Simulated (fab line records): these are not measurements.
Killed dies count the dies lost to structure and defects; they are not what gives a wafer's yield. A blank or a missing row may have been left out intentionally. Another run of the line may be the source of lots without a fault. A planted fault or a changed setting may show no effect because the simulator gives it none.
Which tool did it? + flow rit-cmos + 14 lots with 42 wafers sampled at 2 steps, on a route of 202 steps

== WHAT THE GAUGES READ, wafer by wafer ==
RIT_ACTIVE_THK_MEAS_04.
| lot  | measured    | on            | ACTIVE_NITRIDE_THK (nm) |
|------|-------------|---------------|-------------------------|
| L608 | day 1 14:53 | film-metro-01 | 151.1 150.4 149.4       |
| L609 | day 1 19:15 | film-metro-03 | 150.0 150.0 150.0       |
| L611 | day 2 04:32 | film-metro-03 | 151.7 150.9 150.9       |
| L612 | day 2 09:32 | film-metro-01 | 151.4 151.6 149.8       |
| L613 | day 2 14:32 | film-metro-03 | 150.0 149.8 150.6       |
| L614 | day 2 19:32 | film-metro-01 | 153.3 152.0 151.9       |
| L615 | day 3 00:32 | film-metro-01 | 150.2 150.2 149.0       |
| L617 | day 3 10:32 | film-metro-04 | 149.1 150.7 150.5       |
| L618 | day 3 15:32 | film-metro-03 | 149.8 150.4 151.3       |
| L620 | day 4 05:22 | film-metro-03 | 301.0 300.5 302.9       |
| L621 | day 4 09:19 | film-metro-03 | 303.1 301.7 302.7       |
| L628 | day 5 18:15 | film-metro-04 | 146.8 147.4 148.0       |
| L629 | day 5 22:32 | film-metro-03 | 150.9 150.5 150.9       |
| L630 | day 6 03:32 | film-metro-04 | 149.6 150.5 151.1       |

== WHAT TOOL EACH LOT RAN ON (gives the tool, then ch and the chambers of the sampled wafers, and finally the start) ==
| lot  | RIT_ACTIVE_CVD_03                                         |
|------|-----------------------------------------------------------|
| L608 | lpcvd-01 ch 1, day 1 13:28                                |
| L609 | lpcvd-02 ch 0, day 1 17:07                                |
| L611 | lpcvd-02 ch 0, day 2 03:07                                |
| L612 | lpcvd-01 ch 0, day 2 08:07                                |
| L613 | lpcvd-02 ch 1, day 2 13:07                                |
| L614 | lpcvd-01 ch 1, day 2 18:07                                |
| L615 | lpcvd-02 ch 0, day 2 23:07                                |
| L617 | lpcvd-02 ch 0, day 3 09:07                                |
| L618 | lpcvd-01 ch 1, day 3 14:07                                |
| L620 | lpcvd-01 ch 1, day 4 00:34 and lpcvd-02 ch 1, day 4 03:56 |
| L621 | lpcvd-02 ch 1, day 4 05:07 and lpcvd-01 ch 1, day 4 07:54 |
| L628 | lpcvd-02 ch 0, day 5 16:07                                |
| L629 | lpcvd-01 ch 1, day 5 21:07                                |
| L630 | lpcvd-02 ch 0, day 6 02:07                                |
- RIT_ACTIVE_CVD_03: deposits Si3N4 from SiH2Cl2/NH3, target thk 150 nm, time 1500 s.

== AS READ BY THE TOOLS THEMSELVES (means over the sampled wafers that have a number; for cases with no such wafer, the mark the record gives instead) ==
RIT_ACTIVE_CVD_03.
| lot  | tool              | sih2cl2-flow-sccm (sccm) |
|------|-------------------|--------------------------|
| L608 | lpcvd-01          | 60.24                    |
| L609 | lpcvd-02          | 59.98                    |
| L611 | lpcvd-02          | 59.98                    |
| L612 | lpcvd-01          | 59.94                    |
| L613 | lpcvd-02          | 59.87                    |
| L614 | lpcvd-01          | 60.04                    |
| L615 | lpcvd-02          | 60.04                    |
| L617 | lpcvd-02          | 60.12                    |
| L618 | lpcvd-01          | 60.19                    |
| L620 | lpcvd-01/lpcvd-02 | 59.93                    |
| L621 | lpcvd-02/lpcvd-01 | 59.97                    |
| L628 | lpcvd-02          | 60.00                    |
| L629 | lpcvd-01          | 60.07                    |
| L630 | lpcvd-02          | 60.18                    |

== THE ANSWER, worked out from the rows above alone ==
Rule: what is usual is taken from the lots themselves. Put in order of their means at a reading, lots are off if they are a third of the lots or fewer, leave a main group of 4 or more, and stand apart from it by a gap of 3 or more times the standard deviation of the main group's means; of several such gaps the widest counts. A main group whose means are all the same, to the digits that the tables above print for the reading, isn't used. Also off: a lot with no number at a reading for which 4 or more lots have one. The other lots that the step has rows for count as sound. After the gauges, taken in route order, come the tools' own readings; for these a lot's mean is taken, as printed above. At the first step where some lot is off, the reading lying furthest off is the one used; lots without a number count as furthest.
Off: at RIT_ACTIVE_THK_MEAS_04 (ACTIVE_NITRIDE_THK), L620, L621. Main group: mean 150.3 nm, sd 1.1.
A tool fits if, at a process step before that reading, it ran every lot that is off, and no sound lot after the first of them. Gauges at RIT_ACTIVE_THK_MEAS_04: tried the same way as those tools. Not one of the candidates tried fits.

== WHAT HAD BEEN PUT IN BY THE SIMULATOR ==
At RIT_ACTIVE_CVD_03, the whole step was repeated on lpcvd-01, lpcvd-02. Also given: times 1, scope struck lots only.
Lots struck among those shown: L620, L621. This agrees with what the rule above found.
